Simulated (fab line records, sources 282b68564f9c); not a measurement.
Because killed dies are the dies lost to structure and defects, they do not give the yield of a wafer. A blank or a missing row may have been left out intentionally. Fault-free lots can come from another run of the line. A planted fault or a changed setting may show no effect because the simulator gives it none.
Chamber matching | flow rit-cmos | 4 sister chambers for RIT_SPACER_ETCHBACK_05 on rie-diel-02
The step etches Si3N4 in SF6/CHF3, stops on SiO2, target depth 250 nm, time 240 s. 8 wafers are shown with their chamber, then 7 later ones without.

WAFERS, EACH WITH ITS CHAMBER
wafer  | chamber | drypump-motor-current-A (A) | throttle-valve-pct (%)
L991.6 | 1       | 5.5                         | 10.28
L994.5 | 2       | 5.6                         | 10.25
L998.6 | 1       | 5.4                         | 10.27
L999.2 | 0       | 6.5                         | 10.21
L999.4 | 2       | 5.6                         | 10.25
L999.5 | 3       | 5.8                         | 10.26
L100.1 | 0       | 6.5                         | 10.21
L100.5 | 3       | 5.8                         | 10.26

WAFERS MISSING THEIR CHAMBER
wafer  | drypump-motor-current-A (A) | throttle-valve-pct (%)
L100.6 | 6.5                         | 10.20
L102.2 | 5.4                         | 10.29
L102.4 | 5.8                         | 10.27
L102.6 | 5.4                         | 10.30
L105.2 | 5.6                         | 10.26
L105.3 | 5.4                         | 10.30
L105.4 | 5.4                         | 10.29

CHAMBER TAKEN BY EACH
wafer  | from the rows above | in truth
L100.6 | 0                   | 0
L102.2 | 1                   | 1
L102.4 | 3                   | 3
L102.6 | 1                   | 1
L105.2 | 2                   | 2
L105.3 | 1                   | 1
L105.4 | 1                   | 1
Correctly placed: 7 of 7. From these rows, 0 cannot be placed. Placed wrongly: 0.
How it was worked out, from the rows above alone: a wafer's distance from a chamber is the root of the sum, over the readings, of the square of ((its reading less the chamber's mean) divided by the reading's scatter). The wafer belongs to the nearest chamber; if the next one is less than 2 further off, it can't be placed. For every chamber, the mean is computed from those of its wafers that are shown. The scatter: the root of (the sum of the squares of (reading less its chamber's mean) over the shown wafers, divided by (wafers less chambers)).
